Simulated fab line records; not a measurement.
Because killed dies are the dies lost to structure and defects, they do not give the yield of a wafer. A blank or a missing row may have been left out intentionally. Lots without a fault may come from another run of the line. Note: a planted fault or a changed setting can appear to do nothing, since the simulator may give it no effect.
2 desks, one fault || flow berkeleyCmos170 || each desk holds nothing but its own numbers, with what lay behind them at the end

## METROLOGY DESK
Lot by lot, what the gauges showed, no matter which tool ran the lot: averages of those sampled wafers that carry a number. Marked OUT: a lot whose mean sits more than 4 standard deviations from the usual mean, which makes it out of limits; the brackets give that distance.
Columns: A = cdNm at UCB170_GATE_CD_MEAS_90, usual 349.6 nm; B = NLDD_OVL at UCB170_NLDD_OVL_MEAS_07, usual -3 nm; C = cdNm at UCB170_NSD_CD_MEAS_06, usual 1200.2 nm; D = PSD_RS at UCB170_SDANNEAL_RS_MEAS_02, usual 73.7 ohm/sq; E = NSD_RS at UCB170_SDANNEAL_RS_MEAS_03, usual 37.15 ohm/sq; F = PLDD_RS at UCB170_SDANNEAL_RS_MEAS_04, usual 1031.3 ohm/sq
{"lot": "L216", "first seen here": "day 6 13:19", "A": 352.4, "B": -10, "C": 1201.5, "D": 73.6, "E": 37.20, "F": 1031.8}
{"lot": "L217", "first seen here": "day 6 23:12", "A": 348.8, "B": -5, "C": 1199.9, "D": 74.4, "E": 37.29, "F": 1033.5}
{"lot": "L218", "first seen here": "day 7 00:49", "A": 350.7, "B": -3, "C": 1199.8, "D": 74.2, "E": 37.17, "F": 1032.3}
{"lot": "L221", "first seen here": "day 7 23:16", "A": 346.6, "B": -3, "C": 1202.2, "D": 73.3, "E": 37.19, "F": 1031.1}
{"lot": "L223", "first seen here": "day 8 06:46", "A": 351.4, "B": 1, "C": 1198.8, "D": 73.8, "E": 37.27, "F": 1030.2}
{"lot": "L225", "first seen here": "day 8 07:09", "A": 351.4, "B": 3, "C": 1199.8, "D": 73.6, "E": 37.08, "F": 1034.5}
{"lot": "L222", "first seen here": "day 8 07:19", "A": 350.9, "B": 0, "C": 1199.5, "D": 74.1, "E": 37.14, "F": 1033.1}
{"lot": "L224", "first seen here": "day 8 07:23", "A": 349.2, "B": 4, "C": 1198.5, "D": 74.0, "E": 37.19, "F": 1034.0}
{"lot": "L227", "first seen here": "day 9 01:01", "A": 346.9, "B": 2, "C": 1201.2, "D": 73.5, "E": 37.08, "F": 1030.4}
{"lot": "L232", "first seen here": "day 10 02:37", "A": 350.4, "B": -7, "C": 1200.3, "D": 73.3, "E": 37.02, "F": 1031.6}
{"lot": "L234", "first seen here": "day 10 08:14", "A": 349.9, "B": 3, "C": 1202.8, "D": "82.2 (+25) OUT", "E": "38.46 (+14) OUT", "F": 1040.2}
{"lot": "L236", "first seen here": "day 10 14:07", "A": 347.9, "B": -2, "C": 1200.1, "D": 73.6, "E": 37.15, "F": 1029.3}
{"lot": "L237", "first seen here": "day 10 14:07", "A": 345.7, "B": -5, "C": 1201.4, "D": 73.6, "E": 37.09, "F": 1027.5}
{"lot": "L235", "first seen here": "day 10 14:12", "A": 349.9, "B": -6, "C": 1197.0, "D": "81.3 (+22) OUT", "E": "38.36 (+12) OUT", "F": 1039.4}
Finding of this desk: L234, L235 out of limits, first seen on L234 at day 11 02:08 (PSD_RS at UCB170_SDANNEAL_RS_MEAS_02). L216, L217, L218, L221, L223, L225, L222, L224, L227, L232, L236, L237: within limits.

## TOOL OWNER'S DESK, rtpAnneal-02
The tool's own readings at UCB170_SDANNEAL_RTA_01 (time 5.237 s): means of the sampled wafers that have a number, for each lot that ran on this tool. Marked OUT: a lot whose mean sits more than 4 standard deviations from the usual mean, which makes it out of limits; the brackets give that distance.
Columns: A = lampPowerPct at UCB170_SDANNEAL_RTA_01, usual 35.5 %; B = wafer_temp_C_max at UCB170_SDANNEAL_RTA_01, usual 1053.9
{"lot": "L216", "first seen here": "day 7 05:42", "A": 37.1, "B": 1053.7}
{"lot": "L218", "first seen here": "day 7 15:48", "A": 37.1, "B": 1053.5}
{"lot": "L223", "first seen here": "day 8 20:32", "A": 37.1, "B": 1053.2}
{"lot": "L225", "first seen here": "day 8 21:11", "A": 37.1, "B": 1053.8}
{"lot": "L232", "first seen here": "day 10 17:37", "A": 37.0, "B": 1053.6}
{"lot": "L234", "first seen here": "day 11 02:01", "A": 37.1, "B": 1053.2}
{"lot": "L235", "first seen here": "day 11 06:01", "A": 37.1, "B": 1053.3}
Result from this desk: across the 7 lots, nothing is out of limits.

## ALL TOGETHER
On L234, L235, the metrology desk was in a position to raise an alarm at day 11 02:08.
The tool owner's desk saw nothing out of limits.
The tool owner's desk has L234, L235 on record, within its limits.
Of the lots named, all ran UCB170_SDANNEAL_RTA_01 on rtpAnneal-02.

## WHAT THE SIMULATOR HAD PUT IN
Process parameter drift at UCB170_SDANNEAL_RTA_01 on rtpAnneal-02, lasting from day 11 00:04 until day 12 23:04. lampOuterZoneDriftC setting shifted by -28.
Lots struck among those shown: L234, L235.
Hours from the fault's start to each desk's first reading out of limits: the metrology desk, 2.
